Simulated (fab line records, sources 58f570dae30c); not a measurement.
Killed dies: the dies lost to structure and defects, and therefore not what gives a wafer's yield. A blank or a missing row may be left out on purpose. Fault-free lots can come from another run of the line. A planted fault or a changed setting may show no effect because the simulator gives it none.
Tool commonality check || flow berkeley cmos170 || 14 lots, 42 wafers sampled

## WHY IT WAS OPENED
UCB170_PLDD_TW_MEAS_11, reading PLDD_TW: flagged on 2 of 14 lots. Wafers without a fault read 1001, standard deviation 8.7.
Rule: a lot is flagged in two cases, either no wafer of it has a number, or all its wafers with numbers fall more than 4 standard deviations from that mean. All remaining lots are regarded as sound.

{"lot": "L548", "measured": "day 7 14:22", "on": "film metro-01", "PLDD_TW, wafer by wafer": "1001 992 996", "flag": ""}
{"lot": "L547", "measured": "day 7 14:59", "on": "film metro-03", "PLDD_TW, wafer by wafer": "997 995 1001", "flag": ""}
{"lot": "L550", "measured": "day 7 19:20", "on": "film metro-03", "PLDD_TW, wafer by wafer": "996 994 998", "flag": ""}
{"lot": "L549", "measured": "day 7 19:37", "on": "film metro-01", "PLDD_TW, wafer by wafer": "1002 1004 996", "flag": ""}
{"lot": "L554", "measured": "day 8 15:46", "on": "film metro-02", "PLDD_TW, wafer by wafer": "1021 1012 1015", "flag": ""}
{"lot": "L552", "measured": "day 8 16:04", "on": "film metro-01", "PLDD_TW, wafer by wafer": "997 1005 995", "flag": ""}
{"lot": "L559", "measured": "day 9 16:01", "on": "film metro-03", "PLDD_TW, wafer by wafer": "992 999 999", "flag": ""}
{"lot": "L560", "measured": "day 10 08:49", "on": "film metro-01", "PLDD_TW, wafer by wafer": "1045 1042 1040", "flag": "FLAGGED"}
{"lot": "L563", "measured": "day 10 09:05", "on": "film metro-03", "PLDD_TW, wafer by wafer": "1001 1000 997", "flag": ""}
{"lot": "L562", "measured": "day 10 09:11", "on": "film metro-01", "PLDD_TW, wafer by wafer": "1050 1044 1042", "flag": "FLAGGED"}
{"lot": "L564", "measured": "day 11 01:49", "on": "film metro-03", "PLDD_TW, wafer by wafer": "990 983 996", "flag": ""}
{"lot": "L566", "measured": "day 11 05:54", "on": "film metro-02", "PLDD_TW, wafer by wafer": "1012 1013 1012", "flag": ""}
{"lot": "L568", "measured": "day 11 19:23", "on": "film metro-02", "PLDD_TW, wafer by wafer": "1008 1013 1007", "flag": ""}
{"lot": "L569", "measured": "day 12 06:26", "on": "film metro-03", "PLDD_TW, wafer by wafer": "999 997 990", "flag": ""}
The mean of the flagged lots' numbers is 1044, +43 from the usual (+5 standard deviations).

## LOT BY LOT: THE TOOL USED
The record holds 1 process step before the reading, out of a route of 331 steps. In each cell: the tool, then ch and the chambers that the sampled wafers went through, then the start.
{"lot": "L548", "flag": "", "UCB170_PLDD_IMPLANT_08": "implanter-01 ch 0, day 7 13:58"}
{"lot": "L547", "flag": "", "UCB170_PLDD_IMPLANT_08": "implanter-02 ch 0, day 7 14:35"}
{"lot": "L550", "flag": "", "UCB170_PLDD_IMPLANT_08": "implanter-02 ch 0, day 7 18:56"}
{"lot": "L549", "flag": "", "UCB170_PLDD_IMPLANT_08": "implanter-04 ch 0, day 7 19:13"}
{"lot": "L554", "flag": "", "UCB170_PLDD_IMPLANT_08": "implanter-01 ch 0, day 8 15:22"}
{"lot": "L552", "flag": "", "UCB170_PLDD_IMPLANT_08": "implanter-02 ch 0, day 8 15:40"}
{"lot": "L559", "flag": "", "UCB170_PLDD_IMPLANT_08": "implanter-01 ch 0, day 9 15:38"}
{"lot": "L560", "flag": "FLAGGED", "UCB170_PLDD_IMPLANT_08": "implanter-01 ch 0, day 10 08:25"}
{"lot": "L563", "flag": "", "UCB170_PLDD_IMPLANT_08": "implanter-04 ch 0, day 10 08:43"}
{"lot": "L562", "flag": "FLAGGED", "UCB170_PLDD_IMPLANT_08": "implanter-01 ch 0, day 10 08:49"}
{"lot": "L564", "flag": "", "UCB170_PLDD_IMPLANT_08": "implanter-02 ch 0, day 11 01:22"}
{"lot": "L566", "flag": "", "UCB170_PLDD_IMPLANT_08": "implanter-04 ch 0, day 11 05:31"}
{"lot": "L568", "flag": "", "UCB170_PLDD_IMPLANT_08": "implanter-02 ch 0, day 11 18:59"}
{"lot": "L569", "flag": "", "UCB170_PLDD_IMPLANT_08": "implanter-04 ch 0, day 12 06:02"}
What is done by these steps:
- UCB170_PLDD_IMPLANT_08
- UCB170_PLDD_TW_MEAS_11

## FLAGGED AGAINST TOTAL, ONE TOOL AT A TIME (gauges that did the reading follow at the end)
{"step": "UCB170_PLDD_IMPLANT_08", "tool": "implanter-01", "lots run": 5, "flagged": 2, "share of the flagged lots": "all", "sound lots run after its first flagged lot": 0}
{"step": "UCB170_PLDD_IMPLANT_08", "tool": "implanter-02", "lots run": 5, "flagged": 0, "share of the flagged lots": "none", "sound lots run after its first flagged lot": "-"}
{"step": "UCB170_PLDD_IMPLANT_08", "tool": "implanter-04", "lots run": 4, "flagged": 0, "share of the flagged lots": "none", "sound lots run after its first flagged lot": "-"}
{"step": "UCB170_PLDD_TW_MEAS_11", "tool": "film metro-01", "lots run": 5, "flagged": 2, "share of the flagged lots": "all", "sound lots run after its first flagged lot": 0}
{"step": "UCB170_PLDD_TW_MEAS_11", "tool": "film metro-02", "lots run": 3, "flagged": 0, "share of the flagged lots": "none", "sound lots run after its first flagged lot": "-"}
{"step": "UCB170_PLDD_TW_MEAS_11", "tool": "film metro-03", "lots run": 6, "flagged": 0, "share of the flagged lots": "none", "sound lots run after its first flagged lot": "-"}

## WHAT THE TABLE ALLOWS
Rows of the table that ran all the flagged lots, 2 in number: implanter-01 at UCB170_PLDD_IMPLANT_08; film metro-01 at UCB170_PLDD_TW_MEAS_11.
- implanter-01 at UCB170_PLDD_IMPLANT_08 ran 5 lots, 2 of them flagged. It ran its last sound lot, L559, at day 9 15:38 and its first flagged lot, L560, at day 10 08:25: a fault with its onset between the two fits. Its own readings lie more than 4 standard deviations out on every wafer of the flagged lots: dose ions cm2, faraday current uA.
- film metro-01 at UCB170_PLDD_TW_MEAS_11 ran 5 lots, 2 of them flagged. It ran its last sound lot, L552, at day 8 16:04 and its first flagged lot, L560, at day 10 08:49: a fault with its onset between the two fits.
Counting lots can't tell these 2 tools apart, because each fits a fault that began at some hour. More lots, or a look at what each step does to the wafer, might.

## WHAT THE SIMULATOR PUT IN
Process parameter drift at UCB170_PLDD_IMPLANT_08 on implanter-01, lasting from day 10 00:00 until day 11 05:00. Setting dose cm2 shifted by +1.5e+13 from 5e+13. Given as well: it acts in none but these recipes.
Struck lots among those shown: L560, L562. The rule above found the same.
